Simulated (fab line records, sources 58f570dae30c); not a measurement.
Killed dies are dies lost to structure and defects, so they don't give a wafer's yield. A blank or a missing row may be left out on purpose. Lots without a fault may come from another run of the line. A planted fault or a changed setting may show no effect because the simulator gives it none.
Which tool did it? | flow berkeley_cmos170 | 7 lots, 21 wafers sampled, at 1 step of a route of 331

WHAT THE GAUGES READ, wafer by wafer
UCB170_CONTACT_CD_MEAS_15: target cd 700 nm.
lot  | measured     | on        | cd_nm (nm)
L364 | day 6 20:13  | cd_sem-02 | 701.6 701.7 701.6
L365 | day 7 09:34  | cd_sem-02 | 698.8 699.2 702.0
L368 | day 7 17:53  | cd_sem-02 | 699.3 699.5 699.7
L370 | day 7 19:34  | cd_sem-01 | 703.3 701.7 702.6
L373 | day 8 17:53  | cd_sem-01 | 700.6 701.4 701.1
L382 | day 10 17:41 | cd_sem-01 | 699.8 699.3 699.1
L383 | day 11 02:48 | cd_sem-02 | 699.0 699.8 698.6

WHICH TOOL RAN EACH LOT (tool, then ch and the chambers of the sampled wafers, then the start)
The record holds no process step before these readings.

THE ANSWER, worked out from the rows above alone
Rule: what is usual is taken from the lots themselves. Put in order of their means at a reading, lots are off if they are a third of the lots or fewer, leave a main group of 4 or more, and stand apart from it by a gap of 3 or more times the standard deviation of the main group's means; of several such gaps the widest counts. A main group whose means are all the same, to the digits that the tables above print for the reading, isn't used. A lot without any number at a reading at which 4 lots or more have one is off too. The other lots that the step has rows for count as sound.
No lot is off at any reading shown: from this, nothing can be told.

WHAT THE SIMULATOR HAD PUT IN
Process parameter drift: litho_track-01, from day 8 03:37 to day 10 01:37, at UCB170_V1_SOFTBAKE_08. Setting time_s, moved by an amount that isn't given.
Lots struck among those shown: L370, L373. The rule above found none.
